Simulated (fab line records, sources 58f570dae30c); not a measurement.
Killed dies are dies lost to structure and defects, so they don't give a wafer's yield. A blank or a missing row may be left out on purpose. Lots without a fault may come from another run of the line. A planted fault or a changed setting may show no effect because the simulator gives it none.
Which tool did it? | flow berkeley_cmos170 | 13 lots, 39 wafers sampled, at 6 steps of a route of 331

WHAT THE GAUGES READ, wafer by wafer
UCB170_SILICIDE_RS_MEAS_02: measures by four-point-probe.
lot  | measured     | on            | SILICIDE_TI_RS (ohm/sq)
L483 | day 6 11:57  | film_metro-01 | 25.6 26.1 25.8
L485 | day 7 02:45  | film_metro-04 | 25.8 26.2 25.7
L486 | day 7 12:16  | film_metro-03 | 26.9 25.6 25.8
L488 | day 7 12:14  | film_metro-04 | 25.3 26.2 25.4
L487 | day 7 12:24  | film_metro-01 | 25.4 25.6 25.5
L490 | day 8 01:23  | film_metro-03 | 25.9 25.8 26.0
L495 | day 9 00:05  | film_metro-01 | 25.9 27.3 26.0
L498 | day 9 14:28  | film_metro-04 | 25.8 25.6 25.4
L497 | day 9 14:41  | film_metro-03 | 25.7 26.2 26.0
L499 | day 10 05:00 | film_metro-01 | 25.9 26.7 26.3
L501 | day 10 10:35 | film_metro-01 | 26.0 26.8 25.9
L503 | day 10 20:45 | film_metro-01 | 26.1 25.7 26.3
L506 | day 10 20:56 | film_metro-04 | 25.5 26.0 26.0

UCB170_SILICIDE_THK_MEAS_03: measures by xrf.
lot  | measured     | on            | SILICIDE_TI_THK (nm)
L483 | day 6 12:04  | film_metro-01 | 30.3 29.7 30.1
L485 | day 7 02:52  | film_metro-04 | 30.3 29.7 30.4
L486 | day 7 12:22  | film_metro-03 | 29.3 30.6 30.3
L488 | day 7 12:21  | film_metro-04 | 30.8 29.7 30.7
L487 | day 7 12:31  | film_metro-01 | 30.6 30.3 30.6
L490 | day 8 01:29  | film_metro-03 | 30.3 30.3 30.1
L495 | day 9 00:12  | film_metro-01 | 30.1 28.7 30.0
L498 | day 9 14:34  | film_metro-04 | 30.1 30.3 30.7
L497 | day 9 14:49  | film_metro-03 | 30.5 29.8 30.2
L499 | day 10 05:05 | film_metro-01 | 30.1 29.4 29.6
L501 | day 10 10:41 | film_metro-01 | 30.0 29.4 29.9
L503 | day 10 20:52 | film_metro-01 | 30.0 30.3 29.7
L506 | day 10 21:03 | film_metro-04 | 30.6 30.0 30.2

UCB170_M3_CD_MEAS_15: target cd 700 nm.
lot  | measured     | on        | cd_nm (nm)
L483 | day 7 13:10  | cd_sem-01 | 701.0 700.1 700.4
L485 | day 7 22:38  | cd_sem-01 | 697.9 698.4 699.9
L486 | day 8 10:01  | cd_sem-02 | 701.4 702.4 701.5
L488 | day 8 09:13  | cd_sem-02 | 701.0 701.3 702.8
L487 | day 8 09:24  | cd_sem-01 | 698.6 698.1 698.3
L490 | day 8 22:16  | cd_sem-01 | 699.4 700.8 699.5
L495 | day 9 22:04  | cd_sem-02 | 699.9 699.1 701.2
L498 | day 10 12:52 | cd_sem-01 | 701.2 700.3 700.3
L497 | day 10 12:34 | cd_sem-01 | 701.2 700.4 701.6
L499 | day 11 10:41 | cd_sem-01 | 699.0 698.6 700.9
L501 | day 11 10:47 | cd_sem-01 | 702.1 701.9 702.1
L503 | day 11 23:49 | cd_sem-02 | 699.1 700.7 698.9
L506 | day 11 23:28 | cd_sem-02 | 698.1 696.5 696.8

WHICH TOOL RAN EACH LOT (tool, then ch and the chambers of the sampled wafers, then the start)
lot  | UCB170_SILICIDE_SPUTTER_01   | UCB170_CONTACT_STRIP_06              | UCB170_M2_ETCH_17
L483 | pvd_sputter-01, day 6 11:54  | plasma_asher-03 ch 0,1, day 6 15:40  | rie_diel-01 ch 1,2, day 7 06:14
L485 | pvd_sputter-02, day 7 02:43  | plasma_asher-03 ch 0,1, day 7 05:47  | rie_diel-03 ch 2,3, day 7 17:20
L486 | pvd_sputter-02, day 7 12:12  | plasma_asher-03 ch 0,1, day 7 15:31  | rie_diel-01 ch 0,2,3, day 8 03:35
L488 | pvd_sputter-04, day 7 12:12  | plasma_asher-02 ch 0,1, day 7 15:19  | rie_diel-03 ch 0,2, day 8 03:06
L487 | pvd_sputter-01, day 7 12:22  | plasma_asher-04 ch 0,1, day 7 15:19  | rie_diel-04 ch 0,2, day 8 03:18
L490 | pvd_sputter-04, day 8 01:19  | plasma_asher-04 ch 0,1, day 8 04:16  | rie_diel-03 ch 1,2,3, day 8 17:14
L495 | pvd_sputter-01, day 9 00:02  | plasma_asher-04 ch 0, day 9 04:34    | rie_diel-01 ch 0,2, day 9 15:40
L498 | pvd_sputter-04, day 9 14:23  | plasma_asher-04 ch 0,1, day 9 17:44  | rie_diel-03 ch 0,1,2, day 10 07:05
L497 | pvd_sputter-02, day 9 14:39  | plasma_asher-03 ch 1, day 9 17:48    | rie_diel-01 ch 0,1, day 10 06:49
L499 | pvd_sputter-04, day 10 04:54 | plasma_asher-03 ch 0,1, day 10 12:07 | rie_diel-01 ch 0,1, day 11 05:19
L501 | pvd_sputter-02, day 10 10:31 | plasma_asher-03 ch 0,1, day 10 15:35 | rie_diel-03 ch 1,3, day 11 05:35
L503 | pvd_sputter-02, day 10 20:43 | plasma_asher-02 ch 0,1, day 11 01:28 | rie_diel-04 ch 0,2,3, day 11 18:08
L506 | pvd_sputter-04, day 10 20:54 | plasma_asher-04 ch 0,1, day 11 01:33 | rie_diel-01 ch 1,2, day 11 18:01
- UCB170_SILICIDE_SPUTTER_01: material Ti, target thk 30 nm, time 25 s.
- UCB170_CONTACT_STRIP_06: strips in O2.
- UCB170_M2_ETCH_17: etches BARC in N2/H2.

WHAT THE TOOLS THEMSELVES READ (means of the sampled wafers that have a number; where no wafer has one, the mark that the record gives instead)
UCB170_SILICIDE_SPUTTER_01.
lot  | tool           | throttle_valve_pct (%)
L483 | pvd_sputter-01 | 30.0
L485 | pvd_sputter-02 | 29.6
L486 | pvd_sputter-02 | 29.9
L488 | pvd_sputter-04 | 29.4
L487 | pvd_sputter-01 | 29.9
L490 | pvd_sputter-04 | 30.3
L495 | pvd_sputter-01 | 30.4
L498 | pvd_sputter-04 | 29.7
L497 | pvd_sputter-02 | 29.9
L499 | pvd_sputter-04 | 30.7
L501 | pvd_sputter-02 | 29.2
L503 | pvd_sputter-02 | 29.9
L506 | pvd_sputter-04 | 29.6

UCB170_CONTACT_STRIP_06.
lot  | tool            | drypump_motor_current_A (A) | oes_product_au (a.u.) | strip_time_to_endpoint_s (s)
L483 | plasma_asher-03 | 5.9                         | 0.732                 | 22.04
L485 | plasma_asher-03 | 5.4                         | 0.727                 | 22.06
L486 | plasma_asher-03 | 5.9                         | 0.732                 | 22.06
L488 | plasma_asher-02 | 5.5                         | 0.735                 | 22.09
L487 | plasma_asher-04 | 6.0                         | 0.738                 | 21.93
L490 | plasma_asher-04 | 5.9                         | 0.738                 | 21.95
L495 | plasma_asher-04 | 5.8                         | 0.730                 | 21.98
L498 | plasma_asher-04 | 5.9                         | 0.735                 | 22.06
L497 | plasma_asher-03 | 5.0                         | 0.741                 | 21.95
L499 | plasma_asher-03 | 5.9                         | 0.735                 | 21.97
L501 | plasma_asher-03 | 5.5                         | 0.736                 | 21.95
L503 | plasma_asher-02 | 5.5                         | 0.734                 | 21.89
L506 | plasma_asher-04 | 6.0                         | 0.737                 | 21.89

UCB170_M2_ETCH_17.
lot  | tool        | drypump_motor_current_A (A) | oes_product_au (a.u.) | throttle_valve_pct (%)
L483 | rie_diel-01 | 5.9                         | 1.032                 | 13.03
L485 | rie_diel-03 | 6.1                         | 0.985                 | 13.39
L486 | rie_diel-01 | 6.0                         | 1.022                 | 13.29
L488 | rie_diel-03 | 5.4                         | 1.022                 | 13.42
L487 | rie_diel-04 | 6.1                         | 1.009                 | 13.18
L490 | rie_diel-03 | 5.9                         | 0.998                 | 13.29
L495 | rie_diel-01 | 5.8                         | 1.018                 | 13.13
L498 | rie_diel-03 | 5.5                         | 1.027                 | 13.30
L497 | rie_diel-01 | 6.1                         | 1.010                 | 13.29
L499 | rie_diel-01 | 6.0                         | 0.999                 | 13.38
L501 | rie_diel-03 | 5.8                         | 0.995                 | 13.20
L503 | rie_diel-04 | 6.0                         | 1.009                 | 13.12
L506 | rie_diel-01 | 5.9                         | 1.022                 | 13.01

THE ANSWER, worked out from the rows above alone
Rule: what is usual is taken from the lots themselves. Put in order of their means at a reading, lots are off if they are a third of the lots or fewer, leave a main group of 4 or more, and stand apart from it by a gap of 3 or more times the standard deviation of the main group's means; of several such gaps the widest counts. A main group whose means are all the same, to the digits that the tables above print for the reading, isn't used. A lot without any number at a reading at which 4 lots or more have one is off too. The other lots that the step has rows for count as sound. The gauges are gone through in route order, then the tools' own readings, and for those a lot's mean is taken as printed above. The first step at which some lot is off is used, and at that step the reading that is off furthest; a lot without a number counts as furthest.
No lot is off at any reading shown: from this, nothing can be told.

WHAT THE SIMULATOR HAD PUT IN
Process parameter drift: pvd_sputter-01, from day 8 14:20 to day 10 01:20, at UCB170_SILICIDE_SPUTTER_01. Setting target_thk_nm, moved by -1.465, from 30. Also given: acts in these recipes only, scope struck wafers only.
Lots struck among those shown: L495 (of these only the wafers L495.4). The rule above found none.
